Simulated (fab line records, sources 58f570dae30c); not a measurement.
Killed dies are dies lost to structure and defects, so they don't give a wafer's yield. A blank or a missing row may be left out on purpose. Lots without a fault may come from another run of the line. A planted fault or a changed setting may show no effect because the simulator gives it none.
fab line records | flow berkeley_cmos170
record lots=15 wafers=45 last_day=13
route steps=331 shown M1@247 V1@257 V2@294 M3@316
lots that met no fault: from a run of the same line without faults
start_h: hours from the record's first day to the start of the lot's first wafer shown | wait_h: hours since the lot's step before | " the same as in the row above | L1.1+2: a row that stands for several wafers | - no value, or no start given | * or withheld: withheld | < > ~ a bound
route shown NAME@n: a module of which the file shows steps, and the number in the route of the first | usual: mean/standard deviation of fault-free wafers | same: alike in all rows | chamber/n: place in a boat | sites: the reading at each site | _std_site: their standard deviation | _edge_site: outer sites' mean less inner sites' | radius_mm: how far each site lies from the wafer's centre | mask NAME#n: copy n | behind: the tool/chamber that last shaped the wafer | hold: why the lot was held/for how many hours/how that ended | device: the transistor (n, p or np) that didn't switch | end of line: the same wafers' tests at the end of the route | a step without rows: its recipe alone | killed: dies lost to structure and defects at the first sort, not the wafer's yield | map: a wafer's dies, x killed, . not, _ none there
set.NAME: the setting as run; set.NAME@STEP: as run at that earlier step | model.NAME: the simulator's own value behind a step, which no gauge read
steps of the route over a sample of lots; a table a step, a row a wafer
services: from which hour (start_h, from the record's first day; less than 0 if before it) a tool's chamber was out of use, for how many hours, and why
## steps
# step UCB170_M1_CD_MEAS_09
# recipe target_cd_nm=700
# usual cd_nm=700.1/1.3
# columns lot.wafer tool chamber start_h wait_h cd_nm
L246.1 cd_sem-01 - 187.22 - 699.1
L246.3 " - " " 699.8
L246.5 " - " " 700.2
L245.1 cd_sem-02 - 187.35 - 699.7
L245.4 " - " " 699.2
L245.6 " - " " 700.8
L247.1 cd_sem-02 - 193.58 - 702.5
L247.3 " - " " 702.3
L247.5 " - " " 702.2
L248.4 cd_sem-01 - 201.06 - 698.9
L248.5 " - " " 701.3
L248.6 " - " " 699.7
L250.1 cd_sem-02 - 201.27 - 699.2
L250.2 " - " " 699.8
L250.6 " - " " 699.6
L251.2 cd_sem-02 - 203.01 - 699.4
L251.4 " - " " 700.2
L251.5 " - " " 701.4
L252.2 cd_sem-02 - 214.00 - 700.2
L252.5 " - " " 700.6
L252.6 " - " " 702.2
L253.2 cd_sem-02 - 217.28 - 697.8
L253.5 " - " " 698.1
L253.6 " - " " 697.0
L254.1 cd_sem-01 - 217.53 - 700.1
L254.3 " - " " 701.4
L254.6 " - " " 700.5
L257.1 cd_sem-01 - 238.63 - 700.8
L257.5 " - " " 700.0
L257.6 " - " " 699.8
L260.1 cd_sem-02 - 247.34 - 697.7
L260.5 " - " " 698.7
L260.6 " - " " 698.8
L259.1 cd_sem-02 - 247.59 - 700.8
L259.3 " - " " 700.8
L259.6 " - " " 701.1
L265.1 cd_sem-02 - 266.06 - 700.1
L265.2 " - " " 699.9
L265.6 " - " " 699.8
L266.1 cd_sem-01 - 289.31 - 700.7
L266.2 " - " " 699.9
L266.3 " - " " 699.8
L267.1 cd_sem-02 - 299.04 - 702.1
L267.2 " - " " 699.1
L267.6 " - " " 698.9
# step UCB170_V1_BOW_MEAS_03
# recipe mode=bow
# usual V1_BOW=18/6.8
# columns lot.wafer tool chamber start_h wait_h V1_BOW[um]
L246.1 film_metro-03 - 189.62 0.1 32
L246.3 " - " " 19
L246.5 " - " " 22
L245.1 film_metro-04 - 190.95 0.1 13
L245.4 " - " " 20
L245.6 " - " " 12
L247.1 film_metro-01 - 195.98 0.2 9
L247.3 " - " " 13
L247.5 " - " " 20
L248.4 film_metro-01 - 203.46 0.3 20
L248.5 " - " " 12
L248.6 " - " " 10
L250.1 film_metro-01 - 204.73 0.2 14
L250.2 " - " " 21
L250.6 " - " " 19
L251.2 film_metro-04 - 206.14 0.1 13
L251.4 " - " " 21
L251.5 " - " " 19
L252.2 film_metro-03 - 216.54 0.2 18
L252.5 " - " " -1
L252.6 " - " " 16
L253.2 film_metro-01 - 219.81 0.3 11
L253.5 " - " " 24
L253.6 " - " " 15
L254.1 film_metro-03 - 221.12 0.2 14
L254.3 " - " " 22
L254.6 " - " " 15
L257.1 film_metro-03 - 242.17 0.2 22
L257.5 " - " " 6
L257.6 " - " " 21
L260.1 film_metro-04 - 249.78 0.1 9
L260.5 " - " " 25
L260.6 " - " " 13
L259.1 film_metro-01 - 251.12 0.1 25
L259.3 " - " " 29
L259.6 " - " " 17
L265.1 film_metro-04 - 269.17 0.1 10
L265.2 " - " " 18
L265.6 " - " " 25
L266.1 film_metro-01 - 291.71 0.1 10
L266.2 " - " " 33
L266.3 " - " " 3
L267.1 film_metro-01 - 302.42 0.1 28
L267.2 " - " " 27
L267.6 " - " " 17
# step UCB170_V2_CMP_02
# recipe material=SiO2 down_force_psi=6 platen_rpm=60 pad_velocity_m_s=0.75398
# usual motor_current_A=15.2/1.1 slurry_filter_dp_kPa=13.52/0.13
# columns lot.wafer tool chamber start_h wait_h motor_current_A slurry_filter_dp_kPa
L246.1 cmp-02 0 196.14 0.1 16.2 13.45
L246.3 " 1 " " 14.2 13.26
L246.5 " 0 " " 16.9 13.58
L245.1 cmp-01 3 196.59 0.1 14.1 13.47
L245.4 " 1 " " 14.9 13.57
L245.6 " 3 " " 14.6 13.45
L247.1 cmp-02 3 202.49 0.1 15.0 13.48
L247.3 " 0 " " 15.9 13.59
L247.5 " 0 " " 16.3 13.37
L248.4 cmp-01 3 208.32 0.1 14.6 13.58
L248.5 " 1 " " 15.6 13.49
L248.6 " 2 " " 16.1 13.65
L250.1 cmp-02 1 209.62 0.1 14.1 13.54
L250.2 " 2 " " 13.0 13.67
L250.6 " 1 " " 14.0 13.53
L251.2 cmp-02 2 211.27 0.0 13.7 13.71
L251.4 " 3 " " 14.5 13.44
L251.5 " 2 " " 12.8 13.86
L252.2 cmp-01 2 221.60 0.2 16.1 13.62
L252.5 " 3 " " 14.9 13.55
L252.6 " 0 " " 16.4 13.56
L253.2 cmp-02 3 225.15 0.2 15.5 13.62
L253.6 " 0 " " 16.1 13.63
L253.5 " 1 " " 14.8 13.64
L254.1 cmp-01 3 226.48 0.1 14.5 13.82
L254.3 " 0 " " 16.5 13.61
L254.6 " 1 " " 15.6 13.44
L257.1 cmp-01 0 247.71 0.1 16.1 13.30
L257.6 " 0 " " 16.6 13.48
L257.5 " 1 " " 15.2 13.64
L260.1 cmp-02 2 256.12 0.1 13.3 13.31
L260.5 " 0 " " 16.8 13.68
L260.6 " 1 " " 15.2 13.56
L259.3 cmp-01 0 257.32 0.1 16.4 13.41
L259.1 " 1 " " 15.4 13.48
L259.6 " 0 " " 15.5 13.81
L265.1 cmp-01 2 275.57 0.1 16.2 13.44
L265.2 " 3 " " 15.1 13.62
L265.6 " 2 " " 16.5 13.40
L266.3 cmp-02 2 297.00 0.1 13.4 13.60
L266.2 " 3 " " 14.8 13.64
L266.1 " 0 " " 17.3 13.66
L267.1 cmp-02 1 309.14 0.3 14.8 13.51
L267.2 " 3 " " 14.4 13.51
L267.6 " 1 " " 14.8 13.63
# step UCB170_M3_STRIP_07
# recipe chemistry=O2 power_w=400 pressure_mtorr=3500 platen_temp_c=withheld o2_flow_sccm=400 overash_fraction=0.5
# usual chamber_pressure_mTorr=3500/3.2 drypump_motor_current_A=5.8/0.39 o2_flow_sccm=399.9/1.2 oes_product_au=0.734/0.0046 strip_time_to_endpoint_s=21.96/0.063
# columns lot.wafer tool chamber start_h wait_h chamber_pressure_mTorr drypump_motor_current_A o2_flow_sccm oes_product_au rf_hours_counter_h strip_time_to_endpoint_s
L246.1 plasma_asher-01 0 199.05 0.1 3500 5.6 399.2 0.730 48 22.05
L246.3 " 0 " " 3500 5.6 398.6 0.732 - 22.04
L246.5 " 1 " " 3503 6.2 399.5 0.730 - 21.99
L245.1 plasma_asher-01 1 200.82 0.1 3503 6.3 400.1 0.741 48 21.94
L245.4 " 1 " " 3497 6.3 400.3 0.726 - 21.91
L245.6 " 1 " " 3503 6.3 401.5 0.731 - 21.96
L247.1 plasma_asher-01 1 205.44 0.1 3501 6.3 397.8 0.724 48 21.85
L247.3 " 1 " " 3503 6.2 398.7 0.730 - 21.84
L247.5 " 0 " " 3507 5.6 398.6 0.736 - 21.86
L248.4 plasma_asher-01 0 211.40 0.1 3505 5.6 399.9 0.741 - 22.01
L248.5 " 0 " " 3502 5.6 400.4 0.731 - 22.06
L248.6 " 1 " " 3498 6.2 402.1 0.736 - 22.09
L250.1 plasma_asher-02 0 212.62 0.1 3492 6.1 401.3 0.735 47 22.01
L250.2 " 1 " " 3501 5.3 398.3 0.731 47 22.00
L250.6 " 1 " " 3498 5.4 398.0 0.741 - 22.01
L251.2 plasma_asher-01 0 214.71 0.1 3502 5.6 401.5 0.733 50 21.97
L251.4 " 0 " " 3501 5.6 401.0 0.729 - 21.91
L251.5 " 0 " " 3499 5.6 399.2 0.729 - 21.96
L252.2 plasma_asher-02 0 225.01 0.1 3499 6.1 400.5 0.735 48 21.94
L252.5 " 0 " " 3495 6.1 401.2 0.732 - 21.96
L252.6 " 1 " " 3497 5.4 398.8 0.731 - 21.87
L253.2 plasma_asher-01 0 228.58 0.1 3498 5.6 399.6 0.730 51 22.00
L253.5 " 1 " " 3495 6.3 398.3 0.734 - 21.98
L253.6 " 0 " " 3501 5.6 400.1 0.730 - 21.96
L254.1 plasma_asher-02 0 230.17 0.1 3497 6.2 400.3 0.739 49 22.04
L254.3 " 1 " " 3504 5.4 400.8 0.735 - 22.05
L254.6 " 0 " " 3503 6.1 400.6 0.734 - 21.98
L257.1 plasma_asher-03 1 250.68 0.1 - - - - - -
L257.5 " 1 " " - - - - - -
L257.6 " 0 " " - - - - - -
L260.1 plasma_asher-03 1 259.69 0.1 - - - - - -
L260.5 " 1 " " - - - - - -
L260.6 " 0 " " - - - - - -
L259.1 plasma_asher-01 1 260.22 0.1 - - - - - -
L259.3 " 1 " " - - - - - -
L259.6 " 1 " " - - - - - -
L265.1 plasma_asher-01 0 281.12 0.1 3500 5.6 398.7 0.737 57 22.03
L265.2 " 1 " " 3503 6.2 400.0 0.731 57 22.02
L265.6 " 1 " " 3500 6.2 400.7 0.735 - 21.89
L266.1 plasma_asher-01 1 299.87 0.1 3499 6.3 400.9 0.730 59 21.90
L266.2 " 0 " " 3505 5.6 398.7 0.729 59 21.88
L266.3 " 1 " " 3498 6.3 401.8 0.725 - 21.95
L267.1 plasma_asher-03 0 313.14 0.1 3503 5.2 398.6 0.741 55 21.93
L267.2 " 1 " " 3501 5.5 402.3 0.731 55 22.00
L267.6 " 1 " " 3500 5.5 402.1 0.739 - 21.98
## services
# columns tool chamber start_h hours kind
cmp-01 - 173.38 4.2 repair
cmp-02 - 187.33 3.1 pm
plasma_asher-02 - 196.50 2.8 pm
cmp-02 - 216.22 3.7 repair
cmp-01 - 217.09 1.2 repair
plasma_asher-01 - 225.93 0.7 repair
cmp-01 - 232.00 4.0 pm
cmp-01 - 236.00 - consumable_replace:conditioner
cmp-01 - 236.00 - consumable_replace:pad
cmp-01 - 261.21 0.4 repair
cmp-01 - 308.60 3.3 pm
## key
first_sign step=UCB170_M3_STRIP_07 reading=tool_record direction=missing
effect none on later readings
met_at UCB170_M3_STRIP_07
struck_lots L257,L259,L260
sort_left_out L260.1,L260.5,L260.6
not_acting_at UCB170_M1_CD_MEAS_09,UCB170_V1_BOW_MEAS_03,UCB170_V2_CMP_02
onset_between 228.58 250.68
fault kind=skipped_step_whole tool=plasma_asher-01,plasma_asher-03 chamber=- onset_h=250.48 steps=UCB170_M3_STRIP_07 scope=struck_lots_only
# sort_left_out: the simulated sort isn't trusted on such a fault, so these wafers' sort isn't shown, and their yield isn't known
